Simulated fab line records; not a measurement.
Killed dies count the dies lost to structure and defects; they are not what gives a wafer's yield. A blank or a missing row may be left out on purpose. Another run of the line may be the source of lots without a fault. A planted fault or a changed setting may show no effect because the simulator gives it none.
Struck lot and sound lot, side by side / flow rit_cmos / 14 out of 202 route steps
Sound: these wafers, L209.4, L209.5, L209.6. Struck: wafers L202.2, L202.5, L202.6. The cause is given at the end.
Per side, at each step with rows, come the tool, then ch with its chambers, and then its first start. Under that, the readings that differ: sound wafers / struck wafers / difference of the means / sigmas: that difference in standard deviations of wafers without a fault.
alike: readings with means less than 2 such deviations apart, plus words and numbers identical on both sides. not compared: withheld readings, readings lacking a value on some wafer, bounds such as >300 that could conceal the same value, and numbers that have no deviation in the record and whose values overlap.
A row with sigmas, a row that says differs or no value, or rows on one side alone: a step with any of these is where the two part. Numbers that have no deviation but don't overlap get no sigmas and don't part them. A reading that every wafer of one side lacks parts them only if that side has two wafers or more.

first, 1 step without rows for these wafers: RIT_GATE_HARDBAKE_18 (time 60 s).
RIT_GATE_ETCH_19: etches poly-Si in SF6/CHF3/O2, stops on SiO2, time 165 s, target depth 312.5 nm.
  sound on rie_si-02 ch 0,1, day 5 15:16; struck on rie_si-01 ch 1,2,3, day 4 04:34
reading=throttle_valve_pct (%); sound=9.96 10.08 9.99; struck=10.24 10.55 10.50; difference=+0.42; sigmas=+2
  alike: CHF3_flow_sccm, drypump_motor_current_A, oes_product_au
  not compared: rf_hours_counter_h
RIT_GATE_STRIP_20: strips in O2, time 180 s.
  sound on plasma_asher-04 ch 0,1, day 5 15:26; struck on plasma_asher-04 ch 0,1, day 4 04:40
  alike: drypump_motor_current_A
  not compared: rf_hours_counter_h
RIT_GATE_CD_MEAS_90: the cd target is 150 nm.
  struck on cd_sem-02, day 4 04:52; sound on cd_sem-01, day 5 15:37
  alike: cd_nm
then, 4 steps without rows for these wafers: RIT_REOX_CLEAN_00 (cleans in SC1, time 600 s); RIT_REOX_CLEAN_01 (cleans in dHF, time 30 s); RIT_REOX_CLEAN_02 (cleans in SC2, time 600 s); RIT_REOX_OXIDATION_03 (target thk 25.2 nm, ox time 5580 s).
RIT_REOX_THK_MEAS_04:
  struck on film_metro-03, day 4 08:44; sound on film_metro-03, day 5 18:39
  alike: REOX_OXIDE_THK
then, 3 steps without rows for these wafers: RIT_NLDD_HMDS_00 (prime time 60 s); RIT_NLDD_COAT_01 (resist thk 1000 nm); RIT_NLDD_SOFTBAKE_02 (time 60 s).
RIT_NLDD_EXPOSE_03: exposes mask M7, target cd 40700 nm.
  sound on iline_stepper-01 ch 0, day 5 19:11; struck on iline_stepper-01, day 4 09:29
  no value came back on the struck wafers for exposure_dose_mJ_cm2, focus_offset_nm (nm); on the sound wafers exposure_dose_mJ_cm2 reads 250.32 250.20 249.93
  alike: mask
following that, these wafers have no rows for 1 step: RIT_NLDD_PEB_04.

WHERE THEY PART
Earliest at RIT_GATE_ETCH_19; latest, in this record, at RIT_NLDD_EXPOSE_03.

WHY: whatever the simulator had introduced
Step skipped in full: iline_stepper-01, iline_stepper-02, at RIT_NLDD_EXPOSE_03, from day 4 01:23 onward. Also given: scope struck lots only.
